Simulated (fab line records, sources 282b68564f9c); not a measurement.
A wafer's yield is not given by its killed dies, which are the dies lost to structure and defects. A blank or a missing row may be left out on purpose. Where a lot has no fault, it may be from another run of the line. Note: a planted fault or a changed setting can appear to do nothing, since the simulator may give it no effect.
fab line records	flow rit_cmos
[record] lots = 14	wafers = 42	last_day = 7
route steps=202 shown NSD@136 M1@202
lots that met no fault: taken from a fault-free run of the same line
start_h: hours from the record's opening day to when the first of the lot's shown wafers began	wait_h: hours from the lot's prior step to this one	" same as the row above	L1.1+2: a row that stands for several wafers	- no value, or no start given	* or withheld: withheld	< > ~ a bound
route shown NAME@n: NAME is a module with steps in the file, n the number in the route of the first one	usual: the fault-free wafers' mean and standard deviation	same: alike in all rows	chamber/n: place in a boat	sites: each site's reading	_std_site: standard deviation of those values	_edge_site: the outer-site mean with the inner-site mean subtracted	radius_mm: for every site, how far away it sits from the centre of the wafer	mask NAME#n: copy n	behind: the most recent tool/chamber to have shaped the wafer	hold: why the lot went on hold/how many hours it stayed there/how the hold came to an end	device: the n, p or np transistor that did not switch	end of line: tests of these same wafers at the route's end	for a step that has no rows: nothing shown but its recipe	killed: count of dies lost to structure and defects at first sort (not the wafer's yield)	map: the dies of a wafer, with x for killed, . for not killed, _ for no die there
set.NAME: the setting the step ran with; set.NAME@STEP: the setting that earlier step ran with	model.NAME: the simulator's own value behind a step, which no gauge read
steps of the route over a sample of lots; a table a step, a row a wafer
[[steps]]
[step RIT_NSD_DEVELOP_05]
[recipe] resist = NOVOLAK	develop_time_s = 50	dev_temp_c = 23
lot.wafer	tool	chamber	start_h	wait_h
L492.2+3+5	litho_track-02	0	46	-
L493.3+5+6	litho_track-01	0	52	-
L494.1+4+6	litho_track-03	0	56	-
L495.1+5+6	litho_track-01	0	61	-
L496.4+5+6	litho_track-01	0	66	-
L497.1+2+4	litho_track-03	0	72	-
L498.1+2+3	litho_track-01	0	78	-
L500.2+4+6	litho_track-03	0	86	-
L502.1+3+5	litho_track-01	0	97	-
L508.1+4+6	litho_track-03	0	127	-
L509.3+4+6	litho_track-03	0	133	-
L510.4+5+6	litho_track-02	0	137	-
L512.1+2+6	litho_track-03	0	146	-
L513.1+3+6	litho_track-03	0	152	-
[step RIT_NSD_TW_MEAS_10]
[usual] NSD_TW = 3149/21
lot.wafer	tool	chamber	start_h	wait_h	hold	NSD_TW
L492.2	film_metro-03	-	47.54	0.1	-	3167
L492.3	"	-	"	"	-	3187
L492.5	"	-	"	"	-	3182
L493.3	film_metro-04	-	53.33	0.1	-	3142
L493.5	"	-	"	"	-	3126
L493.6	"	-	"	"	-	3131
L494.1	film_metro-03	-	57.14	0.1	-	3203
L494.4	"	-	"	"	-	3188
L494.6	"	-	"	"	-	3186
L495.1	film_metro-04	-	62.40	0.1	-	3160
L495.5	"	-	"	"	-	3150
L495.6	"	-	"	"	-	3151
L496.4	film_metro-04	-	66.64	0.1	-	3141
L496.5	"	-	"	"	-	3144
L496.6	"	-	"	"	-	3133
L497.1	film_metro-03	-	72.98	0.1	-	3162
L497.2	"	-	"	"	-	3149
L497.4	"	-	"	"	-	3164
L498.1	film_metro-02	-	78.66	0.1	await_dispo/0.2h/release	30
L498.2	"	-	"	"	await_dispo/0.2h/release	30
L498.3	"	-	"	"	await_dispo/0.2h/release	30
L498.1	film_metro-02	-	78.88	0.2	-	30
L498.2	"	-	"	"	-	30
L498.3	"	-	"	"	-	30
L500.2	film_metro-03	-	87.06	0.1	-	3157
L500.4	"	-	"	"	-	3143
L500.6	"	-	"	"	-	3139
L502.1	film_metro-02	-	98.23	0.1	await_dispo/0.2h/release	30
L502.3	"	-	"	"	await_dispo/0.2h/release	30
L502.5	"	-	"	"	await_dispo/0.2h/release	30
L502.1	film_metro-02	-	98.46	0.2	-	30
L502.3	"	-	"	"	-	30
L502.5	"	-	"	"	-	30
L508.1	film_metro-02	-	127.89	0.1	-	3140
L508.4	"	-	"	"	-	3130
L508.6	"	-	"	"	-	3131
L509.3	film_metro-04	-	133.89	0.1	-	3169
L509.4	"	-	"	"	-	3166
L509.6	"	-	"	"	-	3149
L510.4	film_metro-04	-	138.06	0.1	-	3156
L510.5	"	-	"	"	-	3151
L510.6	"	-	"	"	-	3158
L512.1	film_metro-04	-	147.28	0.1	-	3148
L512.2	"	-	"	"	-	3159
L512.6	"	-	"	"	-	3146
L513.1	film_metro-03	-	152.99	0.1	-	3186
L513.3	"	-	"	"	-	3175
L513.6	"	-	"	"	-	3183
[step RIT_M1_PROBE_99]
[usual] defect_limited_yield = 97.4/1.2	killed_at_contacts = 0.1/0.29	killed_at_front_end = 7/3	killed_dies = 7/3	killed_open = 3.5/2	killed_short = 3.4/2	sort_bin_3_pad_short = 0.1/0.19	sort_bin_5_function = 1.5/0.77	sort_bin_6_memory = 1.0/0.7	sort_n_pass = 257/3	sort_yield_pct = 97.4/1.2
[same] gross_dies = 264	killed_at_M0_to_M3 = 0	killed_at_M4_up = 0	killed_at_back_side = 0	killed_at_other = 0
lot.wafer	tool	chamber	start_h	wait_h	defect_limited_yield[%]	killed_at_contacts	killed_at_front_end	killed_dies	killed_open	killed_short	sort_bin_3_pad_short[%]	sort_bin_5_function[%]	sort_bin_6_memory[%]	sort_n_pass	sort_yield_pct[%]
L508.1	prober-01	-	137.59	0.1	96.2	0	10	10	2	8	0	2.7	1.1	254	96.2
L508.4	prober-01	-	137.74	0.2	95.5	0	12	12	5	7	0	2.3	2.3	252	95.5
L508.6	prober-01	-	137.84	0.2	97.3	0	7	7	4	3	0	1.1	1.5	257	97.3
L510.4	prober-01	-	148.60	0.2	96.6	0	9	9	5	4	0.4	1.9	1.1	255	96.6
L510.5	prober-01	-	148.65	0.2	97.3	1	6	7	4	3	0	1.9	0.8	257	97.3
L510.6	prober-01	-	148.70	0.2	98.1	0	5	5	2	3	0.4	0.4	1.1	259	98.1
// killed by level:class
L508.1 SPACER:geometric_particle:short=4 FOX1:geometric_particle:short=2 GATE:geometric_particle:short=2 GATE:geometric_particle:open=1 SILICIDE:geometric_particle:open=1
L508.4 GATE:geometric_particle:short=3 FOX1:geometric_particle:short=2 SILICIDE:geometric_particle:open=2 FOX1:geometric_particle:open=1 FOX2:geometric_particle:open=1 FOX2:geometric_particle:short=1 SPACER:geometric_particle:open=1 SILICIDE:geometric_particle:short=1
L508.6 GATE:geometric_particle:open=2 SILICIDE:geometric_particle:short=2 GATE:geometric_particle:short=1 REOX:geometric_particle:open=1 SILICIDE:geometric_particle:open=1
L510.4 FOX1:geometric_particle:open=4 FOX1:geometric_particle:short=2 GATE:geometric_particle:short=1 REOX:geometric_particle:open=1 SPACER:geometric_particle:short=1
L510.5 FOX1:geometric_particle:open=2 FOX1:geometric_particle:short=1 GATE:geometric_particle:open=1 GATE:geometric_particle:short=1 REOX:geometric_particle:short=1 CONTACT:geometric_particle:open=1
L510.6 REOX:geometric_particle:short=2 GATE:geometric_particle:open=1 SPACER:geometric_particle:open=1 SPACER:geometric_particle:short=1
[[key]]
[first_sign] step = RIT_NSD_TW_MEAS_10	reading = visit	direction = added
[effect] step = RIT_NSD_TW_MEAS_10	reading = NSD_TW	direction = down	sigmas = 99+	usual = 3149	struck = 30
met_at RIT_NSD_DEVELOP_05
struck_lots L498,L502
scrapped_behind RIT_NSD_TW_MEAS_10 L498.1,L498.2,L498.3,L502.1,L502.3,L502.5
onset_between 66 78
[fault] kind = process_parameter_drift	tool = litho_track-01	chamber = -	onset_h = 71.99	steps = RIT_NSD_DEVELOP_05	channel = develop_time_s	offset = *	shape = step	end_h = 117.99	acts_in = *	stated = *
